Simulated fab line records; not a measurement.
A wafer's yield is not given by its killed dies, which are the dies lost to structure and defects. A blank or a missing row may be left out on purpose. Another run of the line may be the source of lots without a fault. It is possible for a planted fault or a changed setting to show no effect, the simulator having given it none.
fab line records / flow ritCmos
record: lots: 6 wafers: 18 lastDay: 7
route steps=202 shown NSD@132 PSD@142 M1@202
lots that met no fault: taken from a fault-free run of the same line
startH: start of the lot's first displayed wafer, in hours after the record's first day / waitH: how many hours have passed since the lot's step before this one / " the same as in the row above / L1.1+2: a single row standing in for several wafers / - either no value or no given start / * or withheld: withheld / < > ~ a bound
route shown NAME@n: names a module that has steps shown in the file, with the first one's number in the route / usual: the fault-free wafers' mean and standard deviation / same: alike in all rows / chamber/n: place in a boat / sites: the reading at each site / _std_site: standard deviation of those values / _edge_site: outer sites' mean less inner sites' / radiusMm: for every site, how far away it sits from the centre of the wafer / mask NAME#n: copy n / behind: the last tool/chamber to shape the wafer / hold: the reason the lot was held/the length of the hold in hours/how it ended / device: the n, p or np transistor that did not switch / end of line: the same wafers' tests at the end of the route / a step without rows: its recipe alone / killed: the dies lost at the first sort to structure and to defects; this is not the yield of the wafer / map: per-die view of a wafer (x killed, . not killed, _ where there is no die)
set.NAME: the setting the step ran with; set.NAME@STEP: the setting that earlier step ran with / model.NAME: the simulator's own value behind a step, which no gauge read
lots at selected steps of the route; one table per step, one row per wafer
services: from which hour (startH, from the record's first day; less than 0 if before it) a tool's chamber was out of use, for how many hours, and why
== steps ==
step: RIT_NSD_COAT_01
recipe: resist: NOVOLAK spinRpm: 3250 resistThkNm: 1000
step: RIT_NSD_SOFTBAKE_02
recipe: resist: NOVOLAK tempC: 90 timeS: 60
step: RIT_NSD_EXPOSE_03
recipe: maskId: M9 na: 0.57 targetCdNm: 40700 doseMj: 250
step: RIT_NSD_PEB_04
recipe: resist: NOVOLAK tempC: withheld timeS: withheld
step: RIT_NSD_DEVELOP_05
recipe: resist: NOVOLAK developTimeS: 50 devTempC: 23
step: RIT_NSD_OVL_MEAS_06
usual: NSD_OVL: 0.3/1.2
lot.wafer=L163.2 tool=overlay-02 chamber=- startH=49.90 waitH=- NSD_OVL[nm]=0.4
lot.wafer=L163.4 tool=overlay-02 chamber=- startH=49.90 waitH=- NSD_OVL[nm]=0.8
lot.wafer=L163.6 tool=overlay-02 chamber=- startH=49.90 waitH=- NSD_OVL[nm]=1.0
lot.wafer=L165.1 tool=overlay-02 chamber=- startH=60.04 waitH=- NSD_OVL[nm]=2.3
lot.wafer=L165.3 tool=overlay-02 chamber=- startH=60.04 waitH=- NSD_OVL[nm]=-0.2
lot.wafer=L165.5 tool=overlay-02 chamber=- startH=60.04 waitH=- NSD_OVL[nm]=2.1
lot.wafer=L179.3 tool=overlay-01 chamber=- startH=134.15 waitH=- NSD_OVL[nm]=1.4
lot.wafer=L179.5 tool=overlay-01 chamber=- startH=134.15 waitH=- NSD_OVL[nm]=0.5
lot.wafer=L179.6 tool=overlay-01 chamber=- startH=134.15 waitH=- NSD_OVL[nm]=1.1
lot.wafer=L181.2 tool=overlay-02 chamber=- startH=147.74 waitH=- NSD_OVL[nm]=0.3
lot.wafer=L181.4 tool=overlay-02 chamber=- startH=147.74 waitH=- NSD_OVL[nm]=0.4
lot.wafer=L181.6 tool=overlay-02 chamber=- startH=147.74 waitH=- NSD_OVL[nm]=0.6
lot.wafer=L182.3 tool=overlay-01 chamber=- startH=151.11 waitH=- NSD_OVL[nm]=2.5
lot.wafer=L182.5 tool=overlay-01 chamber=- startH=151.11 waitH=- NSD_OVL[nm]=2.0
lot.wafer=L182.6 tool=overlay-01 chamber=- startH=151.11 waitH=- NSD_OVL[nm]=1.6
lot.wafer=L184.2 tool=overlay-01 chamber=- startH=154.92 waitH=- NSD_OVL[nm]=-0.7
lot.wafer=L184.5 tool=overlay-01 chamber=- startH=154.92 waitH=- NSD_OVL[nm]=-1.6
lot.wafer=L184.6 tool=overlay-01 chamber=- startH=154.92 waitH=- NSD_OVL[nm]=-1.0
step: RIT_NSD_HARDBAKE_07
recipe: resist: NOVOLAK tempC: 140 timeS: 60
step: RIT_NSD_IMPLANT_08
recipe: species: P energyKev: 24.7 doseCm2: 1e+15 tiltDeg: 7
step: RIT_NSD_STRIP_09
recipe: chemistry: O2 timeS: 180 resist: NOVOLAK platenTempC: withheld powerW: 500 pressureMtorr: 4000 o2FlowSccm: 4000
usual: drypumpMotorCurrentA: 5.78/0.25
lot.wafer=L163.2 tool=plasmaAsher-02 chamber=0 startH=50.23 waitH=0.1 drypumpMotorCurrentA=5.55 rfHoursCounterH=27
lot.wafer=L163.4 tool=plasmaAsher-02 chamber=0 startH=50.23 waitH=0.1 drypumpMotorCurrentA=5.55 rfHoursCounterH=-
lot.wafer=L163.6 tool=plasmaAsher-02 chamber=1 startH=50.23 waitH=0.1 drypumpMotorCurrentA=6.63 rfHoursCounterH=-
lot.wafer=L165.1 tool=plasmaAsher-03 chamber=1 startH=60.38 waitH=0.1 drypumpMotorCurrentA=5.59 rfHoursCounterH=41
lot.wafer=L165.3 tool=plasmaAsher-03 chamber=0 startH=60.38 waitH=0.1 drypumpMotorCurrentA=5.90 rfHoursCounterH=-
lot.wafer=L165.5 tool=plasmaAsher-03 chamber=1 startH=60.38 waitH=0.1 drypumpMotorCurrentA=5.64 rfHoursCounterH=-
lot.wafer=L179.3 tool=plasmaAsher-03 chamber=0 startH=134.53 waitH=0.1 drypumpMotorCurrentA=5.92 rfHoursCounterH=-
lot.wafer=L179.5 tool=plasmaAsher-03 chamber=1 startH=134.53 waitH=0.1 drypumpMotorCurrentA=5.65 rfHoursCounterH=-
lot.wafer=L179.6 tool=plasmaAsher-03 chamber=0 startH=134.53 waitH=0.1 drypumpMotorCurrentA=5.92 rfHoursCounterH=-
lot.wafer=L181.2 tool=plasmaAsher-01 chamber=1 startH=148.07 waitH=0.1 drypumpMotorCurrentA=5.65 rfHoursCounterH=3
lot.wafer=L181.4 tool=plasmaAsher-01 chamber=0 startH=148.07 waitH=0.1 drypumpMotorCurrentA=5.70 rfHoursCounterH=-
lot.wafer=L181.6 tool=plasmaAsher-01 chamber=0 startH=148.07 waitH=0.1 drypumpMotorCurrentA=5.71 rfHoursCounterH=-
lot.wafer=L182.3 tool=plasmaAsher-01 chamber=1 startH=151.49 waitH=0.1 drypumpMotorCurrentA=5.66 rfHoursCounterH=-
lot.wafer=L182.5 tool=plasmaAsher-01 chamber=1 startH=151.49 waitH=0.1 drypumpMotorCurrentA=5.67 rfHoursCounterH=-
lot.wafer=L182.6 tool=plasmaAsher-01 chamber=0 startH=151.49 waitH=0.1 drypumpMotorCurrentA=5.72 rfHoursCounterH=-
lot.wafer=L184.2 tool=plasmaAsher-02 chamber=1 startH=155.25 waitH=0.1 drypumpMotorCurrentA=6.65 rfHoursCounterH=38
lot.wafer=L184.5 tool=plasmaAsher-02 chamber=0 startH=155.25 waitH=0.1 drypumpMotorCurrentA=5.53 rfHoursCounterH=-
lot.wafer=L184.6 tool=plasmaAsher-02 chamber=1 startH=155.25 waitH=0.1 drypumpMotorCurrentA=6.60 rfHoursCounterH=-
step: RIT_NSD_TW_MEAS_10
usual: NSD_TW: 3092/18
lot.wafer=L163.2 tool=filmMetro-03 chamber=- startH=50.41 waitH=0.1 NSD_TW=3100
lot.wafer=L163.4 tool=filmMetro-03 chamber=- startH=50.41 waitH=0.1 NSD_TW=3101
lot.wafer=L163.6 tool=filmMetro-03 chamber=- startH=50.41 waitH=0.1 NSD_TW=3103
lot.wafer=L165.1 tool=filmMetro-02 chamber=- startH=60.56 waitH=0.1 NSD_TW=3077
lot.wafer=L165.3 tool=filmMetro-02 chamber=- startH=60.56 waitH=0.1 NSD_TW=3098
lot.wafer=L165.5 tool=filmMetro-02 chamber=- startH=60.56 waitH=0.1 NSD_TW=3084
lot.wafer=L179.3 tool=filmMetro-02 chamber=- startH=134.67 waitH=0.1 NSD_TW=3094
lot.wafer=L179.5 tool=filmMetro-02 chamber=- startH=134.67 waitH=0.1 NSD_TW=3066
lot.wafer=L179.6 tool=filmMetro-02 chamber=- startH=134.67 waitH=0.1 NSD_TW=3072
lot.wafer=L181.2 tool=filmMetro-03 chamber=- startH=148.26 waitH=0.1 NSD_TW=3103
lot.wafer=L181.4 tool=filmMetro-03 chamber=- startH=148.26 waitH=0.1 NSD_TW=3102
lot.wafer=L181.6 tool=filmMetro-03 chamber=- startH=148.26 waitH=0.1 NSD_TW=3104
lot.wafer=L182.3 tool=filmMetro-04 chamber=- startH=151.63 waitH=0.1 NSD_TW=3088
lot.wafer=L182.5 tool=filmMetro-04 chamber=- startH=151.63 waitH=0.1 NSD_TW=3084
lot.wafer=L182.6 tool=filmMetro-04 chamber=- startH=151.63 waitH=0.1 NSD_TW=3082
lot.wafer=L184.2 tool=filmMetro-04 chamber=- startH=155.43 waitH=0.1 NSD_TW=3085
lot.wafer=L184.5 tool=filmMetro-04 chamber=- startH=155.43 waitH=0.1 NSD_TW=3084
lot.wafer=L184.6 tool=filmMetro-04 chamber=- startH=155.43 waitH=0.1 NSD_TW=3078
step: RIT_PSD_HMDS_00
recipe: primeTimeS: 60 primeTempC: 140
step: RIT_PSD_COAT_01
recipe: resist: NOVOLAK spinRpm: 3250 resistThkNm: 1000
step: RIT_PSD_SOFTBAKE_02
recipe: resist: NOVOLAK tempC: 90 timeS: 60
usual: heaterPowerTotalW: 34.57/0.046 plateTempC: 89.99/0.13 resistLineTempC: 22.98/0.11
lot.wafer=L163.2 tool=lithoTrack-02 chamber=0 startH=50.79 waitH=0.1 heaterPowerTotalW=34.61 plateTempC=89.96 resistLineTempC=22.80 model.NOVOLAK_of_PSD_COAT_01.thkNm=998.7
lot.wafer=L163.4 tool=lithoTrack-02 chamber=0 startH=50.79 waitH=0.1 heaterPowerTotalW=34.56 plateTempC=89.81 resistLineTempC=22.81 model.NOVOLAK_of_PSD_COAT_01.thkNm=996.3
lot.wafer=L163.6 tool=lithoTrack-02 chamber=0 startH=50.79 waitH=0.1 heaterPowerTotalW=34.58 plateTempC=89.88 resistLineTempC=22.82 model.NOVOLAK_of_PSD_COAT_01.thkNm=996.8
lot.wafer=L165.1 tool=lithoTrack-01 chamber=0 startH=60.92 waitH=0.1 heaterPowerTotalW=34.54 plateTempC=90.00 resistLineTempC=23.14 model.NOVOLAK_of_PSD_COAT_01.thkNm=996.3
lot.wafer=L165.3 tool=lithoTrack-01 chamber=0 startH=60.92 waitH=0.1 heaterPowerTotalW=34.67 plateTempC=89.93 resistLineTempC=23.23 model.NOVOLAK_of_PSD_COAT_01.thkNm=996.7
lot.wafer=L165.5 tool=lithoTrack-01 chamber=0 startH=60.92 waitH=0.1 heaterPowerTotalW=34.56 plateTempC=90.12 resistLineTempC=23.08 model.NOVOLAK_of_PSD_COAT_01.thkNm=996.7
lot.wafer=L179.3 tool=lithoTrack-02 chamber=0 startH=135.06 waitH=0.1 heaterPowerTotalW=36.99 plateTempC=94.57 resistLineTempC=22.94 model.NOVOLAK_of_PSD_COAT_01.thkNm=984.8
lot.wafer=L179.5 tool=lithoTrack-02 chamber=0 startH=135.06 waitH=0.1 heaterPowerTotalW=37.00 plateTempC=94.50 resistLineTempC=23.22 model.NOVOLAK_of_PSD_COAT_01.thkNm=984.8
lot.wafer=L179.6 tool=lithoTrack-02 chamber=0 startH=135.06 waitH=0.1 heaterPowerTotalW=37.01 plateTempC=94.61 resistLineTempC=23.17 model.NOVOLAK_of_PSD_COAT_01.thkNm=986.7
lot.wafer=L181.2 tool=lithoTrack-02 chamber=0 startH=148.63 waitH=0.1 heaterPowerTotalW=36.97 plateTempC=94.47 resistLineTempC=23.06 model.NOVOLAK_of_PSD_COAT_01.thkNm=981.5
lot.wafer=L181.4 tool=lithoTrack-02 chamber=0 startH=148.63 waitH=0.1 heaterPowerTotalW=37.01 plateTempC=94.46 resistLineTempC=23.08 model.NOVOLAK_of_PSD_COAT_01.thkNm=985.7
lot.wafer=L181.6 tool=lithoTrack-02 chamber=0 startH=148.63 waitH=0.1 heaterPowerTotalW=37.00 plateTempC=94.42 resistLineTempC=23.05 model.NOVOLAK_of_PSD_COAT_01.thkNm=987.9
lot.wafer=L182.3 tool=lithoTrack-03 chamber=0 startH=152.02 waitH=0.1 heaterPowerTotalW=34.52 plateTempC=89.94 resistLineTempC=23.26 model.NOVOLAK_of_PSD_COAT_01.thkNm=1001
lot.wafer=L182.5 tool=lithoTrack-03 chamber=0 startH=152.02 waitH=0.1 heaterPowerTotalW=34.42 plateTempC=90.00 resistLineTempC=23.08 model.NOVOLAK_of_PSD_COAT_01.thkNm=1000
lot.wafer=L182.6 tool=lithoTrack-03 chamber=0 startH=152.02 waitH=0.1 heaterPowerTotalW=34.64 plateTempC=90.01 resistLineTempC=23.07 model.NOVOLAK_of_PSD_COAT_01.thkNm=997.1
lot.wafer=L184.2 tool=lithoTrack-01 chamber=0 startH=155.81 waitH=0.1 heaterPowerTotalW=34.56 plateTempC=89.88 resistLineTempC=22.79 model.NOVOLAK_of_PSD_COAT_01.thkNm=995.9
lot.wafer=L184.5 tool=lithoTrack-01 chamber=0 startH=155.81 waitH=0.1 heaterPowerTotalW=34.56 plateTempC=89.99 resistLineTempC=22.84 model.NOVOLAK_of_PSD_COAT_01.thkNm=994.5
lot.wafer=L184.6 tool=lithoTrack-01 chamber=0 startH=155.81 waitH=0.1 heaterPowerTotalW=34.62 plateTempC=89.88 resistLineTempC=23.02 model.NOVOLAK_of_PSD_COAT_01.thkNm=997.7
step: RIT_PSD_EXPOSE_03
recipe: maskId: M10 na: 0.57 targetCdNm: 40900 doseMj: 250
step: RIT_PSD_PEB_04
recipe: resist: NOVOLAK tempC: withheld timeS: withheld
step: RIT_PSD_DEVELOP_05
recipe: resist: NOVOLAK developTimeS: 50 devTempC: 23
usual: resistLineTempC: 22.99/0.11
lot.wafer=L163.2 tool=lithoTrack-03 chamber=0 startH=- waitH=- resistLineTempC=22.94 model.NOVOLAK_of_PSD_COAT_01.thkNm=998.4
lot.wafer=L163.4 tool=lithoTrack-03 chamber=0 startH=- waitH=- resistLineTempC=22.96 model.NOVOLAK_of_PSD_COAT_01.thkNm=995.9
lot.wafer=L163.6 tool=lithoTrack-03 chamber=0 startH=- waitH=- resistLineTempC=22.81 model.NOVOLAK_of_PSD_COAT_01.thkNm=996.5
lot.wafer=L165.1 tool=lithoTrack-01 chamber=0 startH=- waitH=- resistLineTempC=22.80 model.NOVOLAK_of_PSD_COAT_01.thkNm=996
lot.wafer=L165.3 tool=lithoTrack-01 chamber=0 startH=- waitH=- resistLineTempC=22.93 model.NOVOLAK_of_PSD_COAT_01.thkNm=996.4
lot.wafer=L165.5 tool=lithoTrack-01 chamber=0 startH=- waitH=- resistLineTempC=22.93 model.NOVOLAK_of_PSD_COAT_01.thkNm=996.3
lot.wafer=L179.3 tool=lithoTrack-03 chamber=0 startH=- waitH=- resistLineTempC=22.88 model.NOVOLAK_of_PSD_COAT_01.thkNm=984.4
lot.wafer=L179.5 tool=lithoTrack-03 chamber=0 startH=- waitH=- resistLineTempC=23.06 model.NOVOLAK_of_PSD_COAT_01.thkNm=984.4
lot.wafer=L179.6 tool=lithoTrack-03 chamber=0 startH=- waitH=- resistLineTempC=22.89 model.NOVOLAK_of_PSD_COAT_01.thkNm=986.4
lot.wafer=L181.2 tool=lithoTrack-02 chamber=0 startH=- waitH=- resistLineTempC=23.10 model.NOVOLAK_of_PSD_COAT_01.thkNm=981.2
lot.wafer=L181.4 tool=lithoTrack-02 chamber=0 startH=- waitH=- resistLineTempC=22.94 model.NOVOLAK_of_PSD_COAT_01.thkNm=985.3
lot.wafer=L181.6 tool=lithoTrack-02 chamber=0 startH=- waitH=- resistLineTempC=23.12 model.NOVOLAK_of_PSD_COAT_01.thkNm=987.5
lot.wafer=L182.3 tool=lithoTrack-01 chamber=0 startH=- waitH=- resistLineTempC=23.10 model.NOVOLAK_of_PSD_COAT_01.thkNm=1001
lot.wafer=L182.5 tool=lithoTrack-01 chamber=0 startH=- waitH=- resistLineTempC=22.94 model.NOVOLAK_of_PSD_COAT_01.thkNm=999.7
lot.wafer=L182.6 tool=lithoTrack-01 chamber=0 startH=- waitH=- resistLineTempC=23.00 model.NOVOLAK_of_PSD_COAT_01.thkNm=996.8
lot.wafer=L184.2 tool=lithoTrack-01 chamber=0 startH=- waitH=- resistLineTempC=23.03 model.NOVOLAK_of_PSD_COAT_01.thkNm=995.5
lot.wafer=L184.5 tool=lithoTrack-01 chamber=0 startH=- waitH=- resistLineTempC=23.08 model.NOVOLAK_of_PSD_COAT_01.thkNm=994.2
lot.wafer=L184.6 tool=lithoTrack-01 chamber=0 startH=- waitH=- resistLineTempC=22.92 model.NOVOLAK_of_PSD_COAT_01.thkNm=997.3
step: RIT_PSD_OVL_MEAS_06
usual: PSD_OVL: 0.1/1.5
lot.wafer=L163.2 tool=overlay-01 chamber=- startH=51.44 waitH=- PSD_OVL[nm]=-1.1
lot.wafer=L163.4 tool=overlay-01 chamber=- startH=51.44 waitH=- PSD_OVL[nm]=-1.6
lot.wafer=L163.6 tool=overlay-01 chamber=- startH=51.44 waitH=- PSD_OVL[nm]=-2.3
lot.wafer=L165.1 tool=overlay-01 chamber=- startH=61.59 waitH=- PSD_OVL[nm]=1.4
lot.wafer=L165.3 tool=overlay-01 chamber=- startH=61.59 waitH=- PSD_OVL[nm]=0.9
lot.wafer=L165.5 tool=overlay-01 chamber=- startH=61.59 waitH=- PSD_OVL[nm]=1.8
lot.wafer=L179.3 tool=overlay-02 chamber=- startH=135.70 waitH=- PSD_OVL[nm]=-0.6
lot.wafer=L179.5 tool=overlay-02 chamber=- startH=135.70 waitH=- PSD_OVL[nm]=-1.0
lot.wafer=L179.6 tool=overlay-02 chamber=- startH=135.70 waitH=- PSD_OVL[nm]=0.4
lot.wafer=L181.2 tool=overlay-01 chamber=- startH=149.16 waitH=- PSD_OVL[nm]=0.4
lot.wafer=L181.4 tool=overlay-01 chamber=- startH=149.16 waitH=- PSD_OVL[nm]=0.8
lot.wafer=L181.6 tool=overlay-01 chamber=- startH=149.16 waitH=- PSD_OVL[nm]=1.3
lot.wafer=L182.3 tool=overlay-01 chamber=- startH=152.53 waitH=- PSD_OVL[nm]=3.8
lot.wafer=L182.5 tool=overlay-01 chamber=- startH=152.53 waitH=- PSD_OVL[nm]=3.5
lot.wafer=L182.6 tool=overlay-01 chamber=- startH=152.53 waitH=- PSD_OVL[nm]=2.4
lot.wafer=L184.2 tool=overlay-01 chamber=- startH=156.46 waitH=- PSD_OVL[nm]=-2.8
lot.wafer=L184.5 tool=overlay-01 chamber=- startH=156.46 waitH=- PSD_OVL[nm]=-1.5
lot.wafer=L184.6 tool=overlay-01 chamber=- startH=156.46 waitH=- PSD_OVL[nm]=-1.6
step: RIT_M1_PROBE_99
usual: killedAtFrontEnd: 6.9/2.9 killedDies: 7.0/2.9 killedOpen: 3.4/2.1 killedShort: 3.5/1.8
same: grossDies: 264 killed_at_M0_to_M3: 0 killed_at_M4_up: 0 killedAtBackSide: 0 killedAtContacts: 0 killedAtOther: 0
lot.wafer=L163.2 tool=prober-01 chamber=- startH=59.92 waitH=0.1 killedAtFrontEnd=4 killedDies=4 killedOpen=2 killedShort=2
lot.wafer=L163.4 tool=prober-01 chamber=- startH=60.02 waitH=0.2 killedAtFrontEnd=6 killedDies=6 killedOpen=4 killedShort=2
lot.wafer=L163.6 tool=prober-01 chamber=- startH=60.12 waitH=0.2 killedAtFrontEnd=7 killedDies=7 killedOpen=3 killedShort=4
lot.wafer=L165.1 tool=prober-01 chamber=- startH=70.12 waitH=0.1 killedAtFrontEnd=4 killedDies=4 killedOpen=3 killedShort=1
lot.wafer=L165.3 tool=prober-01 chamber=- startH=70.22 waitH=0.2 killedAtFrontEnd=5 killedDies=5 killedOpen=3 killedShort=2
lot.wafer=L165.5 tool=prober-01 chamber=- startH=70.32 waitH=0.2 killedAtFrontEnd=10 killedDies=10 killedOpen=3 killedShort=7
lot.wafer=L179.3 tool=prober-01 chamber=- startH=144.33 waitH=0.2 killedAtFrontEnd=6 killedDies=6 killedOpen=5 killedShort=1
lot.wafer=L179.5 tool=prober-01 chamber=- startH=144.43 waitH=0.2 killedAtFrontEnd=14 killedDies=14 killedOpen=8 killedShort=6
lot.wafer=L179.6 tool=prober-01 chamber=- startH=144.48 waitH=0.2 killedAtFrontEnd=7 killedDies=7 killedOpen=4 killedShort=3
lot.wafer=L181.2 tool=prober-01 chamber=- startH=157.85 waitH=0.1 killedAtFrontEnd=10 killedDies=10 killedOpen=5 killedShort=5
lot.wafer=L181.4 tool=prober-01 chamber=- startH=157.95 waitH=0.2 killedAtFrontEnd=8 killedDies=8 killedOpen=4 killedShort=4
lot.wafer=L181.6 tool=prober-01 chamber=- startH=158.05 waitH=0.2 killedAtFrontEnd=6 killedDies=6 killedOpen=3 killedShort=3
lot.wafer=L182.3 tool=prober-02 chamber=- startH=160.99 waitH=0.2 killedAtFrontEnd=13 killedDies=13 killedOpen=8 killedShort=5
lot.wafer=L182.5 tool=prober-02 chamber=- startH=161.09 waitH=0.2 killedAtFrontEnd=11 killedDies=11 killedOpen=6 killedShort=5
lot.wafer=L182.6 tool=prober-02 chamber=- startH=161.14 waitH=0.2 killedAtFrontEnd=10 killedDies=10 killedOpen=7 killedShort=3
killed by level:class
L163.2 GATE:geometricParticle:open=2 FOX2:geometricParticle:short=1 GATE:geometricParticle:short=1
L163.4 GATE:geometricParticle:open=2 FOX1:geometricParticle:open=1 GATE:geometricParticle:short=1 REOX:geometricParticle:short=1 REOX:geometricParticle:open=1
L163.6 GATE:geometricParticle:short=2 FOX2:geometricParticle:open=1 SILICIDE:geometricParticle:open=1 GATE:geometricParticle:open=1 REOX:geometricParticle:short=1 SPACER:geometricParticle:short=1
L165.1 FOX2:geometricParticle:open=1 GATE:geometricParticle:open=1 REOX:geometricParticle:short=1 SPACER:geometricParticle:open=1
L165.3 FOX2:geometricParticle:open=1 FOX2:geometricParticle:short=1 GATE:geometricParticle:open=1 GATE:geometricParticle:short=1 SPACER:geometricParticle:open=1
L165.5 SPACER:geometricParticle:short=3 GATE:geometricParticle:open=2 GATE:geometricParticle:short=2 REOX:geometricParticle:short=1 SPACER:geometricParticle:open=1 SILICIDE:geometricParticle:short=1
L179.3 GATE:geometricParticle:open=3 GATE:geometricParticle:short=1 SPACER:geometricParticle:open=1 SILICIDE:geometricParticle:open=1
L179.5 GATE:geometricParticle:open=4 GATE:geometricParticle:short=3 SPACER:geometricParticle:open=2 REOX:geometricParticle:open=1 REOX:geometricParticle:short=1 SPACER:geometricParticle:short=1 SILICIDE:geometricParticle:short=1 SILICIDE:geometricParticle:open=1
L179.6 SPACER:geometricParticle:open=3 GATE:geometricParticle:short=2 SILICIDE:geometricParticle:short=1 SILICIDE:geometricParticle:open=1
L181.2 GATE:geometricParticle:open=3 GATE:geometricParticle:short=2 SPACER:geometricParticle:short=2 FOX1:geometricParticle:short=1 FOX2:geometricParticle:open=1 SILICIDE:geometricParticle:open=1
L181.4 SILICIDE:geometricParticle:short=2 GATE:geometricParticle:open=1 REOX:geometricParticle:open=1 REOX:geometricParticle:short=1 SPACER:geometricParticle:short=1 SPACER:geometricParticle:open=1 SILICIDE:geometricParticle:open=1
L181.6 GATE:geometricParticle:open=3 FOX1:geometricParticle:short=1 GATE:geometricParticle:short=1 REOX:geometricParticle:short=1
L182.3 GATE:geometricParticle:open=5 GATE:geometricParticle:short=3 SPACER:geometricParticle:short=2 FOX1:geometricParticle:open=1 FOX2:geometricParticle:open=1 SPACER:geometricParticle:open=1
L182.5 SPACER:geometricParticle:short=3 FOX1:geometricParticle:open=2 FOX2:geometricParticle:open=2 FOX1:geometricParticle:short=1 GATE:geometricParticle:open=1 SILICIDE:geometricParticle:open=1 SILICIDE:geometricParticle:short=1
L182.6 SPACER:geometricParticle:open=4 GATE:geometricParticle:open=2 SPACER:geometricParticle:short=2 FOX1:geometricParticle:open=1 SILICIDE:geometricParticle:short=1
== services ==
tool=plasmaAsher-01 chamber=- startH=108.75 hours=9.0 kind=pm
tool=plasmaAsher-01 chamber=0 startH=108.75 hours=9.0 kind=ventCycle
tool=plasmaAsher-01 chamber=1 startH=108.75 hours=9.0 kind=ventCycle
tool=plasmaAsher-01 chamber=0 startH=117.75 hours=- kind=clean
tool=plasmaAsher-01 chamber=1 startH=117.75 hours=- kind=clean
== key ==
firstSign: step: RIT_PSD_SOFTBAKE_02 reading: heaterPowerTotalW direction: up sigmas: 53 usual: 34.57 struck: 37.00
effect: step: RIT_PSD_SOFTBAKE_02 reading: plateTempC direction: up sigmas: 36 usual: * struck: *
modelEffect: step: RIT_PSD_SOFTBAKE_02 value: NOVOLAK_of_PSD_COAT_01.thkNm without: 997 struck: 985.2
modelEffect: step: RIT_PSD_DEVELOP_05 value: NOVOLAK_of_PSD_COAT_01.thkNm without: 996.7 struck: 984.9
metAt RIT_PSD_SOFTBAKE_02
struckWafers L179.3,L179.5,L179.6,L181.2,L181.4,L181.6
testerLeftOut L179,L181
onsetBetween 50.79 135.06
fault: kind: processParameterDrift tool: lithoTrack-02 chamber: - onsetH: 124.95 steps: RIT_PSD_SOFTBAKE_02 channel: tempC offset: * shape: step endH: 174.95 actsIn: * stated: *
testerLeftOut: of these lots the tester's yield and bins aren't shown, on N5 and GAA mostly nor the transistor test; their killed dies are dies lost to structure and defects alone, not to doping, threshold or leakage, so they don't give the yield
